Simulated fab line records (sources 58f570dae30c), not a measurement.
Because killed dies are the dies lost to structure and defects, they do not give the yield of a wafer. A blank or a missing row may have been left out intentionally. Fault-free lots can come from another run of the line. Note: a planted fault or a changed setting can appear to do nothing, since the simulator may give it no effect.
Shared-tool check    flow berkeley_cmos170    Lots sampled 14, wafers sampled 42

THE REASON FOR OPENING IT
Of 14 lots, 2 have the reading NVT_TW flagged at UCB170_NVT_TW_MEAS_09. Wafers without a fault read 522, standard deviation 6.
Rule: a lot is flagged in two cases, either no wafer of it has a number, or all its wafers with numbers fall more than 4 standard deviations from that mean. As for the other lots, they are considered sound.

lot   measured      on             NVT_TW, wafer by wafer  flag
L401  day 6 10:29   film_metro-03  527 529 526             
L402  day 6 11:08   film_metro-04  529 532 527             
L403  day 6 19:22   film_metro-04  529 529 531             
L404  day 7 08:48   film_metro-04  527 527 530             
L405  day 7 09:03   film_metro-02  515 516 514             
L406  day 7 09:19   film_metro-03  525 525 526             
L407  day 7 21:36   film_metro-03  525 526 525             
L409  day 8 04:40   film_metro-02  573 572 573             FLAGGED
L411  day 9 01:03   film_metro-03  586 582 583             FLAGGED
L418  day 10 08:24  film_metro-02  516 517 515             
L417  day 10 08:41  film_metro-03  527 528 526             
L420  day 10 14:47  film_metro-03  528 524 525             
L424  day 11 05:31  film_metro-02  516 517 515             
L423  day 11 05:45  film_metro-02  515 515 516             
On average the flagged lots' numbers are 578, which is +56 against the usual, or +9 standard deviations.

WHICH TOOL EACH LOT WENT THROUGH
2 process steps preceding the reading are held in the record, out of 331 steps in the route. Every cell lists first the tool, next ch and the chambers used by the sampled wafers, and last the start.
lot   flag     UCB170_ACTIVE_STRIP_16               UCB170_NVT_IMPLANT_07
L401           plasma_asher-02 ch 0,1, day 5 01:40  implanter-04 ch 0, day 6 10:16
L402           plasma_asher-01 ch 0,1, day 5 01:04  implanter-02 ch 0, day 6 10:55
L403           plasma_asher-02 ch 0,1, day 5 07:37  implanter-02 ch 0, day 6 19:09
L404           plasma_asher-02 ch 0,1, day 5 21:13  implanter-02 ch 0, day 7 08:33
L405           plasma_asher-02 ch 0,1, day 5 21:43  implanter-04 ch 0, day 7 08:49
L406           plasma_asher-03 ch 0,1, day 5 21:56  implanter-02 ch 0, day 7 09:04
L407           plasma_asher-03 ch 0, day 6 04:34    implanter-04 ch 0, day 7 21:21
L409  FLAGGED  plasma_asher-02 ch 0,1, day 6 13:16  implanter-02 ch 0, day 8 04:26
L411  FLAGGED  plasma_asher-01 ch 0,1, day 7 07:28  implanter-02 ch 0, day 9 00:49
L418           plasma_asher-03 ch 0,1, day 8 10:00  implanter-04 ch 0, day 10 08:09
L417           plasma_asher-01 ch 0, day 8 09:43    implanter-03 ch 0, day 10 08:26
L420           plasma_asher-01 ch 0,1, day 8 23:14  implanter-03 ch 0, day 10 14:32
L424           plasma_asher-03 ch 0,1, day 9 18:19  implanter-03 ch 0, day 11 05:16
L423           plasma_asher-03 ch 0,1, day 9 18:05  implanter-02 ch 0, day 11 05:30
These steps, and what they do:
- UCB170_ACTIVE_STRIP_16: strips in O2.
- UCB170_NVT_IMPLANT_07
- UCB170_NVT_TW_MEAS_09

FLAGGED AGAINST TOTAL, ONE TOOL AT A TIME (gauges that did the reading follow at the end)
step                    tool             lots run  flagged  share of the flagged lots  sound lots run after its first flagged lot
UCB170_ACTIVE_STRIP_16  plasma_asher-01  4         1        some                       2 (L417,L420)
UCB170_ACTIVE_STRIP_16  plasma_asher-02  5         1        some                       0
UCB170_ACTIVE_STRIP_16  plasma_asher-03  5         0        none                       -
UCB170_NVT_IMPLANT_07   implanter-02     7         2        all                        1 (L423)
UCB170_NVT_IMPLANT_07   implanter-03     3         0        none                       -
UCB170_NVT_IMPLANT_07   implanter-04     4         0        none                       -
UCB170_NVT_TW_MEAS_09   film_metro-02    5         1        some                       3 (L418,L424,L423)
UCB170_NVT_TW_MEAS_09   film_metro-03    6         1        some                       2 (L417,L420)
UCB170_NVT_TW_MEAS_09   film_metro-04    3         0        none                       -

THE TABLE: WHAT IT ALLOWS
Rows of the table that ran each flagged lot: 1, that is implanter-02 at UCB170_NVT_IMPLANT_07.
- implanter-02 at UCB170_NVT_IMPLANT_07: 2 of its 7 lots flagged. Sound lots ran on it after the first flagged one (L423), which a lasting fault on the whole tool wouldn't allow. Its own readings (dose_ions_cm2, faraday_current_uA) fall more than 4 standard deviations out on all wafers of the flagged lots.
Not one row of the table ran every flagged lot while running no sound lot after the first.

WHAT THE SIMULATOR HAD PUT IN
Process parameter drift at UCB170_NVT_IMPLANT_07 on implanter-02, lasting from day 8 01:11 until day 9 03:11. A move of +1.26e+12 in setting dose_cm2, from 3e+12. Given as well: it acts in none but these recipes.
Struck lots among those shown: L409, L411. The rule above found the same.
